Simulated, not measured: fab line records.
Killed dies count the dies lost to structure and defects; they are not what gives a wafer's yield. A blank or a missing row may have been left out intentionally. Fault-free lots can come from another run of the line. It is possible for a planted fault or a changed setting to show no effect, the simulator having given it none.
The tool behind it: which one? | flow ritCmos | route of 202 steps, sampled at 1 step: 14 lots, 42 wafers

WHAT EACH GAUGE READ, for each wafer
The record holds no reading of a measuring or inspecting step that can be judged against a usual standard deviation.

TOOL THAT RAN EACH LOT (tool first, then ch and the chambers of the sampled wafers, then the start)
lot  | RIT_REOX_OXIDATION_03
L715 | furnace-02 ch 0, day 2 19:34
L716 | furnace-03 ch 0, day 2 23:35
L718 | furnace-02 ch 0, day 3 09:25
L719 | furnace-03 ch 0, day 3 14:18
L720 | furnace-02 ch 0, day 3 19:55
L722 | furnace-02 ch 0, day 4 06:27
L723 | furnace-02 ch 0, day 4 10:38
L724 | furnace-03 ch 0, day 4 15:43
L731 | furnace-03, day 6 04:02
L732 | furnace-02, day 6 08:19
L734 | furnace-02 ch 0, day 6 18:20
L735 | furnace-02 ch 0, day 6 23:02
L736 | furnace-02 ch 0, day 7 05:46
L737 | furnace-02 ch 0, day 7 10:15
- RIT_REOX_OXIDATION_03: target thk 25.2 nm, ox time 5580 s.

AS READ BY THE TOOLS THEMSELVES (means over the sampled wafers that have a number; for cases with no such wafer, the mark the record gives instead)
RIT_REOX_OXIDATION_03.
lot  | tool       | oxTempC (C) | oxTempCMax | zonePowerCentrePct (%)
L715 | furnace-02 | 900.0       | 904.5      | 37.9
L716 | furnace-03 | 899.6       | 902.3      | 38.3
L718 | furnace-02 | 900.1       | 905.2      | 38.2
L719 | furnace-03 | 899.9       | 902.8      | 38.8
L720 | furnace-02 | 899.8       | 903.6      | 37.8
L722 | furnace-02 | 900.0       | 904.7      | 37.4
L723 | furnace-02 | 899.6       | 904.4      | 37.4
L724 | furnace-03 | 899.7       | 902.3      | 38.1
L731 | furnace-03 | -           | -          | -
L732 | furnace-02 | -           | -          | -
L734 | furnace-02 | 899.5       | 903.4      | 37.8
L735 | furnace-02 | 900.1       | 904.1      | 37.7
L736 | furnace-02 | 899.7       | 903.9      | 38.0
L737 | furnace-02 | 900.1       | 904.0      | 37.5

THE ANSWER, worked out from the rows above alone
Rule: the lots themselves supply what counts as usual. Put in order of their means at a reading, lots are off if they are a third of the lots or fewer, leave a main group of 4 or more, and stand apart from it by a gap of 3 or more times the standard deviation of the main group's means; of several such gaps the widest counts. A main group whose means are all the same, to the digits that the tables above print for the reading, isn't used. A lot without any number at a reading at which 4 lots or more have one is off too. Where the step has rows for the other lots, those lots are counted as sound. The gauges are gone through in route order, then the tools' own readings, and for those a lot's mean is taken as printed above. At the first step where some lot is off, the reading lying furthest off is the one used; lots without a number count as furthest.
Off at RIT_REOX_OXIDATION_03 (oxTempC): L731, L732. Without a number there: L731, L732. Mean 899.8 C and standard deviation 0.21 in the main group.
If a tool, at that step or one of the process steps before it, ran each lot that is off and ran no sound lot following the first of them, it fits. No candidate that was tried fits.

WHAT WAS PUT IN BY THE SIMULATOR
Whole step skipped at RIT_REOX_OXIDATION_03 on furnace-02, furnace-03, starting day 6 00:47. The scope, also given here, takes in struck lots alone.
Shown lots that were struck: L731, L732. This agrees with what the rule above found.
